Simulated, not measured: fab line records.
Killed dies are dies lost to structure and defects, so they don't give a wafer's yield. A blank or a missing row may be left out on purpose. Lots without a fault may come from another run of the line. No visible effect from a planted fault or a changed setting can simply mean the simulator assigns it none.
2 desks looking at one fault + flow berkeley_cmos170 + each desk has only its own numbers; what lay behind them comes last

## TOOL OWNER'S DESK, pvd_sputter-02
The tool's own readings at UCB170_M3_SPUTTER_01 (material Al, target thk 900 nm, time 120 s): means of the sampled wafers that have a number, for each lot that ran on this tool. If a lot's mean is further than 4 standard deviations from the usual mean, the lot is out of limits and carries the mark OUT (the distance appears in the brackets).
Columns: A = throttle_valve_pct at UCB170_M3_SPUTTER_01, usual 30.3 %
| lot  | first seen here | A    |
|------|-----------------|------|
| L149 | day 7 10:16     | 30.0 |
| L151 | day 7 16:46     | 30.1 |
| L154 | day 8 01:45     | 29.8 |
| L162 | day 10 04:01    | 30.4 |
This desk found nothing out of limits on any of the 4 lots.

## METROLOGY DESK
Means of the sampled wafers that have a number, per lot and without regard to the tool the lot ran on: this is what the gauges read. If a lot's mean is further than 4 standard deviations from the usual mean, the lot is out of limits and carries the mark OUT (the distance appears in the brackets).
Columns: A = M2_OVL at UCB170_M2_OVL_MEAS_16, usual -1 nm; B = cd_nm at UCB170_M2_CD_MEAS_90, usual 700 nm; C = M3_AL_RS at UCB170_M3_RS_MEAS_02, usual 0.0322 ohm/sq
| lot  | first seen here | A  | B   | C      |
|------|-----------------|----|-----|--------|
| L149 | day 7 06:07     | -3 | 705 | 0.0321 |
| L150 | day 7 12:13     | 1  | 697 | 0.0320 |
| L151 | day 7 12:13     | 4  | 700 | 0.0323 |
| L152 | day 7 22:07     | -7 | 702 | 0.0323 |
| L154 | day 7 22:22     | -1 | 695 | 0.0317 |
| L153 | day 7 22:36     | 2  | 698 | 0.0326 |
| L157 | day 9 01:44     | -1 | 700 | 0.0326 |
| L162 | day 10 00:59    | 3  | 701 | 0.0310 |
| L163 | day 10 07:10    | -7 | 698 | 0.0325 |
| L167 | day 11 09:40    | -0 | 698 | 0.0328 |
| L170 | day 12 08:23    | -9 | 699 | 0.0319 |
| L171 | day 12 16:26    | -2 | 698 | 0.0314 |
| L172 | day 12 16:41    | 7  | 705 | 0.0323 |
This desk found nothing out of limits on any of the 13 lots.

## TAKEN TOGETHER
Nothing out of limits was seen by the tool owner's desk.
From the metrology desk's view, nothing was out of limits.

## WHAT HAD BEEN PUT IN BY THE SIMULATOR
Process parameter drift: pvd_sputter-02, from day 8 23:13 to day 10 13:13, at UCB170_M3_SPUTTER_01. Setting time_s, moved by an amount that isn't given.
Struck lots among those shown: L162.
